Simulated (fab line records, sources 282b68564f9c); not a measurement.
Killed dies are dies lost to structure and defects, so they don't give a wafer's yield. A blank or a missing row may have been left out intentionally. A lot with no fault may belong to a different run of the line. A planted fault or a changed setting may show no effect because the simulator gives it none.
Which tool is to blame? + flow ritCmos + Sampling: 15 lots, 45 wafers, 6 of 202 route steps

## WHAT THE GAUGES READ, wafer by wafer
RIT_ACTIVE_THK_MEAS_04.
| lot  | measured    | on           | ACTIVE_NITRIDE_THK (nm) |
|------|-------------|--------------|-------------------------|
| L585 | day 1 13:32 | filmMetro-04 | 151.3 152.1 152.5       |
| L587 | day 1 23:32 | filmMetro-02 | 152.8 152.7 152.2       |
| L588 | day 2 04:32 | filmMetro-02 | 150.4 151.2 151.2       |
| L589 | day 2 10:05 | filmMetro-01 | 150.7 150.5 151.6       |
| L590 | day 2 15:57 | filmMetro-04 | 148.7 150.0 149.8       |
| L591 | day 2 22:32 | filmMetro-01 | 151.9 152.2 153.0       |
| L592 | day 3 01:51 | filmMetro-02 | 149.4 149.5 148.7       |
| L593 | day 3 05:32 | filmMetro-02 | 152.6 151.6 151.8       |
| L594 | day 3 12:49 | filmMetro-04 | 150.4 151.5 149.9       |
| L595 | day 3 16:25 | filmMetro-01 | 151.3 150.6 151.8       |
| L597 | day 4 02:26 | filmMetro-01 | 151.1 151.8 150.7       |
| L602 | day 5 02:32 | filmMetro-04 | 150.5 152.0 150.9       |
| L604 | day 5 14:23 | filmMetro-02 | 102.7 102.5 102.4       |
| L605 | day 5 17:51 | filmMetro-04 | 104.7 104.2 103.9       |
| L607 | day 6 03:45 | filmMetro-01 | 106.3 106.4 105.8       |

RIT_FOX1_THK_MEAS_01.
| lot  | measured    | on           | FOX1_OXIDE_THK (nm) |
|------|-------------|--------------|---------------------|
| L585 | day 1 17:31 | filmMetro-01 | 356 349 360         |
| L587 | day 2 03:49 | filmMetro-02 | 361 359 365         |
| L588 | day 2 09:10 | filmMetro-03 | 356 360 361         |
| L589 | day 2 14:04 | filmMetro-03 | 349 348 350         |
| L590 | day 2 20:46 | filmMetro-03 | 353 351 347         |
| L591 | day 3 01:50 | filmMetro-03 | 353 349 353         |
| L592 | day 3 05:22 | filmMetro-03 | 354 353 354         |
| L593 | day 3 11:55 | filmMetro-01 | 340 343 347         |
| L594 | day 3 16:08 | filmMetro-02 | 341 338 338         |
| L595 | day 3 20:37 | filmMetro-03 | 347 349 347         |
| L597 | day 4 06:29 | filmMetro-03 | 357 355 359         |
| L602 | day 5 07:47 | filmMetro-03 | 345 348 346         |
| L604 | day 5 17:50 | filmMetro-01 | 359 357 356         |
| L605 | day 5 22:50 | filmMetro-01 | 341 345 345         |
| L607 | day 6 08:38 | filmMetro-03 | 336 342 338         |

RIT_GATE_THK_MEAS_07.
| lot  | measured    | on           | GATE_OXIDE_THK (nm) |
|------|-------------|--------------|---------------------|
| L585 | day 2 10:56 | filmMetro-03 | 3.00 3.03 3.04      |
| L587 | day 2 22:46 | filmMetro-03 | 2.99 3.01 2.98      |
| L588 | day 3 03:35 | filmMetro-04 | 3.00 3.09 3.07      |
| L589 | day 3 12:10 | filmMetro-03 | 3.00 2.97 2.98      |
| L590 | day 3 14:49 | filmMetro-02 | 2.98 2.86 2.99      |
| L591 | day 3 22:21 | filmMetro-02 | 2.97 2.98 3.00      |
| L592 | day 4 02:07 | filmMetro-02 | 3.03 3.10 3.07      |
| L593 | day 4 06:44 | filmMetro-02 | 3.06 3.05 3.04      |
| L594 | day 4 10:53 | filmMetro-03 | 2.98 3.04 3.04      |
| L595 | day 4 16:40 | filmMetro-02 | 2.96 2.95 3.03      |
| L597 | day 4 22:56 | filmMetro-02 | 2.93 2.96 2.94      |
| L602 | day 6 00:32 | filmMetro-02 | 3.03 3.02 3.03      |
| L604 | day 6 12:18 | filmMetro-03 | 3.05 3.06 3.02      |
| L605 | day 6 15:23 | filmMetro-02 | 2.95 2.96 3.04      |
| L607 | day 7 05:01 | filmMetro-03 | 3.20 3.15 3.15      |

## EACH LOT AND THE TOOL THAT RAN IT (in order: tool; ch and the chambers of the sampled wafers; start)
| lot  | RIT_ACTIVE_CVD_03          | RIT_ACTIVE_ETCH_13               | RIT_NRETRO_STRIP_09                |
|------|----------------------------|----------------------------------|------------------------------------|
| L585 | lpcvd-01 ch 1, day 1 12:07 | rieDiel-02 ch 1,2,3, day 1 14:50 | plasmaAsher-02 ch 0,1, day 2 06:43 |
| L587 | lpcvd-01 ch 0, day 1 22:07 | rieDiel-02 ch 0,1,3, day 2 00:43 | plasmaAsher-01 ch 0,1, day 2 17:01 |
| L588 | lpcvd-01 ch 1, day 2 03:07 | rieDiel-03 ch 0,1, day 2 05:50   | plasmaAsher-02 ch 0,1, day 2 22:52 |
| L589 | lpcvd-01 ch 1, day 2 08:40 | rieDiel-01 ch 0,3, day 2 11:23   | plasmaAsher-01 ch 0,1, day 3 03:28 |
| L590 | lpcvd-02 ch 1, day 2 13:50 | rieDiel-01 ch 0,2,3, day 2 17:08 | plasmaAsher-03 ch 0,1, day 3 10:20 |
| L591 | lpcvd-01 ch 0, day 2 21:07 | rieDiel-01 ch 0,2,3, day 2 23:43 | plasmaAsher-02 ch 0,1, day 3 16:37 |
| L592 | lpcvd-02 ch 1, day 3 00:25 | rieDiel-03 ch 0,1,3, day 3 03:09 | plasmaAsher-01 ch 0,1, day 3 20:52 |
| L593 | lpcvd-02 ch 0, day 3 04:07 | rieDiel-02 ch 0,1,2, day 3 06:58 | plasmaAsher-03 ch 0,1, day 4 01:23 |
| L594 | lpcvd-01 ch 1, day 3 10:40 | rieDiel-01 ch 0,1,2, day 3 13:58 | plasmaAsher-01 ch 0,1, day 4 05:03 |
| L595 | lpcvd-01 ch 0, day 3 14:17 | rieDiel-02 ch 1,2, day 3 17:35   | plasmaAsher-02 ch 0,1, day 4 10:14 |
| L597 | lpcvd-01 ch 0, day 4 01:00 | rieDiel-03 ch 0,1,2, day 4 03:49 | plasmaAsher-01 ch 0,1, day 4 19:10 |
| L602 | lpcvd-01 ch 1, day 5 01:07 | rieDiel-03 ch 0,1,3, day 5 03:43 | plasmaAsher-03 ch 0,1, day 5 20:26 |
| L604 | lpcvd-01 ch 1, day 5 12:58 | rieDiel-02 ch 2,3, day 5 15:41   | plasmaAsher-01 ch 0,1, day 6 06:43 |
| L605 | lpcvd-01 ch 1, day 5 16:26 | rieDiel-03 ch 0,1, day 5 19:02   | plasmaAsher-03 ch 0, day 6 11:37   |
| L607 | lpcvd-01 ch 1, day 6 02:19 | rieDiel-03 ch 1,3, day 6 05:02   | plasmaAsher-01 ch 0,1, day 6 21:04 |
- RIT_ACTIVE_CVD_03: deposits Si3N4 from SiH2Cl2/NH3, target thk 150 nm, time 1500 s.
- RIT_ACTIVE_ETCH_13: etches Si3N4 in SF6, stops on SiO2, time 210 s, target depth 210 nm.
- RIT_NRETRO_STRIP_09: strips in O2, time 180 s.

## AS READ BY THE TOOLS THEMSELVES (means over the sampled wafers that have a number; for cases with no such wafer, the mark the record gives instead)
RIT_ACTIVE_CVD_03.
| lot  | tool     | zonePowerLoadPct (%) |
|------|----------|----------------------|
| L585 | lpcvd-01 | 18.1                 |
| L587 | lpcvd-01 | 21.4                 |
| L588 | lpcvd-01 | 18.0                 |
| L589 | lpcvd-01 | 18.3                 |
| L590 | lpcvd-02 | 18.8                 |
| L591 | lpcvd-01 | 21.4                 |
| L592 | lpcvd-02 | 18.7                 |
| L593 | lpcvd-02 | 17.4                 |
| L594 | lpcvd-01 | 18.2                 |
| L595 | lpcvd-01 | 21.6                 |
| L597 | lpcvd-01 | 21.6                 |
| L602 | lpcvd-01 | 18.3                 |
| L604 | lpcvd-01 | 18.4                 |
| L605 | lpcvd-01 | 18.4                 |
| L607 | lpcvd-01 | 18.4                 |

RIT_ACTIVE_ETCH_13.
| lot  | tool       | drypumpMotorCurrentA (A) | oesProductAu (a.u.) | throttleValvePct (%) |
|------|------------|--------------------------|---------------------|----------------------|
| L585 | rieDiel-02 | 5.5                      | 0.833               | 7.46                 |
| L587 | rieDiel-02 | 5.5                      | 0.836               | 7.50                 |
| L588 | rieDiel-03 | 6.0                      | 0.810               | 7.66                 |
| L589 | rieDiel-01 | 6.0                      | 0.823               | 7.53                 |
| L590 | rieDiel-01 | 6.1                      | 0.826               | 7.51                 |
| L591 | rieDiel-01 | 6.1                      | 0.831               | 7.51                 |
| L592 | rieDiel-03 | 5.9                      | 0.798               | 7.57                 |
| L593 | rieDiel-02 | 5.5                      | 0.835               | 7.61                 |
| L594 | rieDiel-01 | 5.9                      | 0.822               | 7.50                 |
| L595 | rieDiel-02 | 5.5                      | 0.835               | 7.61                 |
| L597 | rieDiel-03 | 5.8                      | 0.816               | 7.53                 |
| L602 | rieDiel-03 | 5.9                      | 0.808               | 7.57                 |
| L604 | rieDiel-02 | 5.5                      | 0.680               | 7.32                 |
| L605 | rieDiel-03 | 6.0                      | 0.673               | 7.66                 |
| L607 | rieDiel-03 | 6.1                      | 0.681               | 7.62                 |

RIT_NRETRO_STRIP_09.
| lot  | tool           | drypumpMotorCurrentA (A) |
|------|----------------|--------------------------|
| L585 | plasmaAsher-02 | 6.5                      |
| L587 | plasmaAsher-01 | 5.9                      |
| L588 | plasmaAsher-02 | 6.3                      |
| L589 | plasmaAsher-01 | 5.9                      |
| L590 | plasmaAsher-03 | 5.6                      |
| L591 | plasmaAsher-02 | 6.5                      |
| L592 | plasmaAsher-01 | 5.9                      |
| L593 | plasmaAsher-03 | 5.5                      |
| L594 | plasmaAsher-01 | 5.9                      |
| L595 | plasmaAsher-02 | 6.3                      |
| L597 | plasmaAsher-01 | 5.7                      |
| L602 | plasmaAsher-03 | 5.6                      |
| L604 | plasmaAsher-01 | 5.7                      |
| L605 | plasmaAsher-03 | 5.5                      |
| L607 | plasmaAsher-01 | 5.7                      |

## THE ANSWER, worked out from the rows above alone
Rule: the usual values come from the lots themselves. Put in order of their means at a reading, lots are off if they are a third of the lots or fewer, leave a main group of 4 or more, and stand apart from it by a gap of 3 or more times the standard deviation of the main group's means; of several such gaps the widest counts. Not used: any main group whose means are identical at the precision the tables above print for the reading. A lot without any number at a reading at which 4 lots or more have one is off too. The other lots that the step has rows for count as sound. After the gauges, taken in route order, come the tools' own readings; for these a lot's mean is taken, as printed above. At the first step where some lot is off, the reading lying furthest off is the one used; lots without a number count as furthest.
Off: L604, L605, L607, seen at RIT_ACTIVE_THK_MEAS_04 (ACTIVE_NITRIDE_THK). The main group has a mean of 151.1 nm with a standard deviation of 0.99.
If a tool, at a process step before that reading, ran all the lots that are off and no sound lot after the first of them, it fits. Not tried: the gauges at RIT_ACTIVE_THK_MEAS_04; whatever is off there is also off at RIT_ACTIVE_ETCH_13, on other tools, and gauge error can't account for it. One fits: lpcvd-01 at RIT_ACTIVE_CVD_03. Its last sound lot is L602 (day 5 01:07), its first lot that is off L604 (day 5 12:58): a fault that began between those two fits.

## WHAT THE SIMULATOR PUT IN
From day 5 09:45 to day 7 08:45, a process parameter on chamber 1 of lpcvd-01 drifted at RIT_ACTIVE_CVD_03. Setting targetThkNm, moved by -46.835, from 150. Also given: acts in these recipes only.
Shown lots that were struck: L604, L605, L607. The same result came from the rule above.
